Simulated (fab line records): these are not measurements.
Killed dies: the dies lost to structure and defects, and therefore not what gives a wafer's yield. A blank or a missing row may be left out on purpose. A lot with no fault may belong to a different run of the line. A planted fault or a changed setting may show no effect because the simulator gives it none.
Comparing a struck lot with a sound one	flow rit_cmos	15 out of 202 route steps
Sound: these wafers, L312.1, L312.4, L312.6. The struck wafers were L316.1, L316.2, L316.5. The cause is given at the end.
Per side, at each step with rows, come the tool, then ch with its chambers, and then its first start. Under that, the readings that differ: sound wafers	struck wafers	difference of the means	sigmas: that difference in standard deviations of wafers without a fault.
alike: words and numbers the same on both sides, and readings whose means are apart by under 2 such deviations; not compared: readings that were withheld, readings missing a value for some wafer, numbers with overlapping values and no deviation given by the record, and bounds like >300 which may hide the same value.
Wherever a step has rows on one side only, a row that says differs or no value, or a row with sigmas, the two part there. Numbers that have no deviation but don't overlap get no sigmas and don't part them. A reading that every wafer of one side lacks parts them only if that side has two wafers or more.

first, 1 step without rows for these wafers: RIT_ACTIVE_OXIDATION_01 (target thk 46.8 nm, ox time 3360 s).
RIT_ACTIVE_THK_MEAS_02:
  struck on film_metro-04, day 5 11:03; sound on film_metro-02, day 4 15:03
  alike: ACTIVE_OXIDE_THK
then, 1 step without rows for these wafers: RIT_ACTIVE_CVD_03 (deposits Si3N4 from SiH2Cl2/NH3, target thk 150 nm, time 1500 s).
RIT_ACTIVE_THK_MEAS_04:
  struck on film_metro-04, day 5 12:32; sound on film_metro-02, day 4 16:32
  alike: ACTIVE_NITRIDE_THK
then, 6 steps without rows for these wafers: RIT_ACTIVE_HMDS_05 (prime time 60 s); RIT_ACTIVE_COAT_06 (resist thk 1000 nm); RIT_ACTIVE_SOFTBAKE_07 (time 60 s); RIT_ACTIVE_EXPOSE_08 (exposes mask M1, target cd 1400 nm); RIT_ACTIVE_PEB_09; RIT_ACTIVE_DEVELOP_10 (develop time 50 s).
RIT_ACTIVE_CD_MEAS_11: target cd 1400 nm.
  struck on cd_sem-02, day 5 13:34; sound on cd_sem-02, day 4 17:26
reading	sound	struck	difference	sigmas
cd_nm (nm)	1399.5 1400.0 1398.6	1403.7 1406.1 1404.6	+5.4	+3
then, 1 step without rows for these wafers: RIT_ACTIVE_HARDBAKE_12 (time 60 s).
RIT_ACTIVE_ETCH_13: etches Si3N4 in SF6, stops on SiO2, time 210 s, target depth 210 nm.
  sound on rie_diel-01 ch 2,3, day 4 17:43; struck on rie_diel-04 ch 1,2, day 5 13:50
reading	sound	struck	difference	sigmas
model.NOVOLAK_of_ACTIVE_COAT_06.thk_nm (nm)	648.4 655.6 652.9	673.7 673.7 673.9	+21.5	
  alike: drypump_motor_current_A, oes_product_au, throttle_valve_pct
  not compared: rf_hours_counter_h
RIT_ACTIVE_STRIP_14: strips in O2, time 180 s.
  sound on plasma_asher-03 ch 0, day 4 17:50; struck on plasma_asher-02 ch 0,1, day 5 13:58
  alike: drypump_motor_current_A
  not compared: rf_hours_counter_h
RIT_M1_PROBE_99:
  the record holds rows for the sound wafers here (prober-02, day 7 15:02) but none for the struck ones

== WHERE THEY PART ==
Earliest at RIT_ACTIVE_CD_MEAS_11; latest, in this record, at RIT_M1_PROBE_99.

WHY: what had been put in by the simulator
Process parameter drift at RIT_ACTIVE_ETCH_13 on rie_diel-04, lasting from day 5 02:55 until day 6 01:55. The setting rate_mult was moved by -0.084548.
